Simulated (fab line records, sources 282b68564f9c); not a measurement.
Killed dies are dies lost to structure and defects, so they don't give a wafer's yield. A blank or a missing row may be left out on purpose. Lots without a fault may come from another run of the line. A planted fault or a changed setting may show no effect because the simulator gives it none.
Which tool did it? | flow rit_cmos | 13 lots, 39 wafers sampled, at 3 steps of a route of 202

WHAT THE GAUGES READ, wafer by wafer
RIT_M1_RS_MEAS_01: measures by four-point-probe. Usual: M1_AL_RS 0.0736 ohm/sq, standard deviation 0.00087.
lot  | measured    | on            | M1_AL_RS (ohm/sq)    | flag
L421 | day 3 08:09 | film_metro-02 | 0.0733 0.0745 0.0738 |
L422 | day 3 10:16 | film_metro-01 | 0.0721 0.0727 0.0721 |
L424 | day 3 20:13 | film_metro-03 | 0.0723 0.0734 0.0733 |
L426 | day 4 06:34 | film_metro-02 | 0.0733 0.0724 0.0732 |
L427 | day 4 10:17 | film_metro-02 | 0.0741 0.0747 0.0748 |
L428 | day 4 16:49 | film_metro-02 | 0.0726 0.0731 0.0743 |
L429 | day 4 21:01 | film_metro-02 | 0.0733 0.0731 0.0741 |
L430 | day 5 03:16 | film_metro-01 | 0.0737 0.0738 0.0733 |
L432 | day 5 12:54 | film_metro-02 | 0.0755 0.0760 0.0751 |
L433 | day 5 16:35 | film_metro-03 | 0.0737 0.0731 0.0734 |
L434 | day 5 22:40 | film_metro-01 | 0.0751 0.0738 0.0753 |
L441 | day 7 10:30 | film_metro-01 | 0.0754 0.0737 0.0754 |
L444 | day 7 23:40 | film_metro-02 | 0.0718 0.0691 0.0732 |

RIT_M1_THK_MEAS_02: measures by xrf. Usual: M1_AL_THK 396 nm, standard deviation 6.7.
lot  | measured    | on            | M1_AL_THK (nm) | flag
L421 | day 3 08:15 | film_metro-02 | 395 393 394    |
L422 | day 3 10:23 | film_metro-01 | 407 403 407    |
L424 | day 3 20:20 | film_metro-03 | 403 399 397    |
L426 | day 4 06:41 | film_metro-02 | 395 397 395    |
L427 | day 4 10:23 | film_metro-02 | 389 386 386    |
L428 | day 4 16:55 | film_metro-02 | 399 394 389    |
L429 | day 4 21:07 | film_metro-02 | 396 395 389    |
L430 | day 5 03:22 | film_metro-01 | 399 398 402    |
L432 | day 5 13:01 | film_metro-02 | 384 380 384    |
L433 | day 5 16:43 | film_metro-03 | 395 400 397    |
L434 | day 5 22:46 | film_metro-01 | 391 399 390    |
L441 | day 7 10:37 | film_metro-01 | 392 400 392    |
L444 | day 7 23:47 | film_metro-02 | 403 420 397    |

WHICH TOOL RAN EACH LOT (tool, then ch and the chambers of the sampled wafers, then the start)
lot  | RIT_M1_SPUTTER_00
L421 | pvd_sputter-04, day 3 07:49
L422 | pvd_sputter-02, day 3 09:59
L424 | pvd_sputter-02, day 3 19:55
L426 | pvd_sputter-02, day 4 06:15
L427 | pvd_sputter-03, day 4 09:58
L428 | pvd_sputter-02, day 4 16:28
L429 | pvd_sputter-03, day 4 20:41
L430 | pvd_sputter-02, day 5 02:56
L432 | pvd_sputter-03, day 5 12:35
L433 | pvd_sputter-02, day 5 16:17
L434 | pvd_sputter-03, day 5 22:19
L441 | pvd_sputter-03, day 7 10:13
L444 | pvd_sputter-02, day 7 23:22
- RIT_M1_SPUTTER_00: material Al, target thk 400 nm, time 500 s.

WHAT THE TOOLS THEMSELVES READ (means of the sampled wafers that have a number; where no wafer has one, the mark that the record gives instead)
RIT_M1_SPUTTER_00. Usual: cathode_dc_power_W 2000.0 W, standard deviation 0.32; chamber_pressure_pa 0.4001 Pa, standard deviation 0.00091; throttle_valve_pct 30.2 %, standard deviation 0.92.
lot  | tool           | cathode_dc_power_W (W) | chamber_pressure_pa (Pa) | throttle_valve_pct (%) | flag
L421 | pvd_sputter-04 | 2000.0                 | 0.3996                   | 30.1                   |
L422 | pvd_sputter-02 | 2000.1                 | 0.4000                   | 31.2                   |
L424 | pvd_sputter-02 | 1999.8                 | 0.3999                   | 30.5                   |
L426 | pvd_sputter-02 | 1999.9                 | 0.4005                   | 29.8                   |
L427 | pvd_sputter-03 | 1999.9                 | 0.4004                   | 30.0                   |
L428 | pvd_sputter-02 | 1999.7                 | 0.4004                   | 30.9                   |
L429 | pvd_sputter-03 | 2000.4                 | 0.3997                   | 30.1                   |
L430 | pvd_sputter-02 | 1999.9                 | 0.3997                   | 30.1                   |
L432 | pvd_sputter-03 | 2000.0                 | 0.4008                   | 30.0                   |
L433 | pvd_sputter-02 | 2000.4                 | 0.3994                   | 30.5                   |
L434 | pvd_sputter-03 | 1999.6                 | 0.4010                   | 29.5                   |
L441 | pvd_sputter-03 | 2000.5                 | 0.4004                   | 29.8                   |
L444 | pvd_sputter-02 | 2000.3                 | 0.4004                   | 30.5                   |

THE ANSWER, worked out from the rows above alone
Rule: a lot is off if the mean of its wafers that have a number lies more than 3 standard deviations from the usual mean. A lot without any number at a reading at which 4 lots or more have one is off too. The other lots that the step has rows for count as sound. The gauges are gone through in route order, then the tools' own readings, and for those a lot's mean is taken as printed above. The first step at which some lot is off is used, and at that step the reading that is off furthest; a lot without a number counts as furthest.
No lot is off at any reading shown: from this, nothing can be told.

WHAT THE SIMULATOR HAD PUT IN
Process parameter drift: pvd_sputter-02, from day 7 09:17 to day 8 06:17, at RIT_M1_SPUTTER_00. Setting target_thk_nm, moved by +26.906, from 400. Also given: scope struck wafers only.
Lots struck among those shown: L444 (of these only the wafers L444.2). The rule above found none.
